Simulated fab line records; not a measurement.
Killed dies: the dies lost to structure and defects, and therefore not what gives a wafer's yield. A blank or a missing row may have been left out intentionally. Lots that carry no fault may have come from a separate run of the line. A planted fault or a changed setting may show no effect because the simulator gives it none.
Matching of chambers / flow berkeley cmos170 / UCB170_GATE_ETCH_15 on rie si-01 has 4 sister chambers
The step etches poly-Si in HBr/Cl2, stops on SiO2, time 56.3 s, target depth 278.2 nm. 4 wafers are shown with their chamber, then 8 later ones without.

EACH WAFER AND ITS CHAMBER
wafer=L851.1; chamber=3; throttle valve pct (%)=26.70
wafer=L860.5; chamber=1; throttle valve pct (%)=26.46
wafer=L861.5; chamber=0; throttle valve pct (%)=26.64
wafer=L862.1; chamber=2; throttle valve pct (%)=26.25

WAFERS WITH NO CHAMBER GIVEN
wafer=L862.4; throttle valve pct (%)=26.27
wafer=L862.6; throttle valve pct (%)=26.47
wafer=L865.2; throttle valve pct (%)=26.24
wafer=L865.3; throttle valve pct (%)=26.63
wafer=L865.5; throttle valve pct (%)=26.64
wafer=L869.2; throttle valve pct (%)=26.26
wafer=L869.4; throttle valve pct (%)=26.48
wafer=L869.5; throttle valve pct (%)=26.48

CHAMBER TAKEN BY EACH
wafer=L862.4; from the rows above=2; in truth=2
wafer=L862.6; from the rows above=1; in truth=1
wafer=L865.2; from the rows above=2; in truth=2
wafer=L865.3; from the rows above=0; in truth=0
wafer=L865.5; from the rows above=0; in truth=0
wafer=L869.2; from the rows above=2; in truth=2
wafer=L869.4; from the rows above=1; in truth=1
wafer=L869.5; from the rows above=1; in truth=1
8 of 8 placed correctly. Left unplaced by these rows: 0. Placed wrongly: 0.
How it was worked out, from the rows above alone: a wafer's distance from a chamber is the root of the sum, over the readings, of the square of ((its reading less the chamber's mean) divided by the reading's scatter). The wafer belongs to the nearest chamber; if the next one is less than 2 further off, it can't be placed. A chamber's mean is the mean of its shown wafers. The scatter (one wafer shown for each chamber): square how far every hidden wafer sits from the nearest shown wafer, average those squares and take the square root.
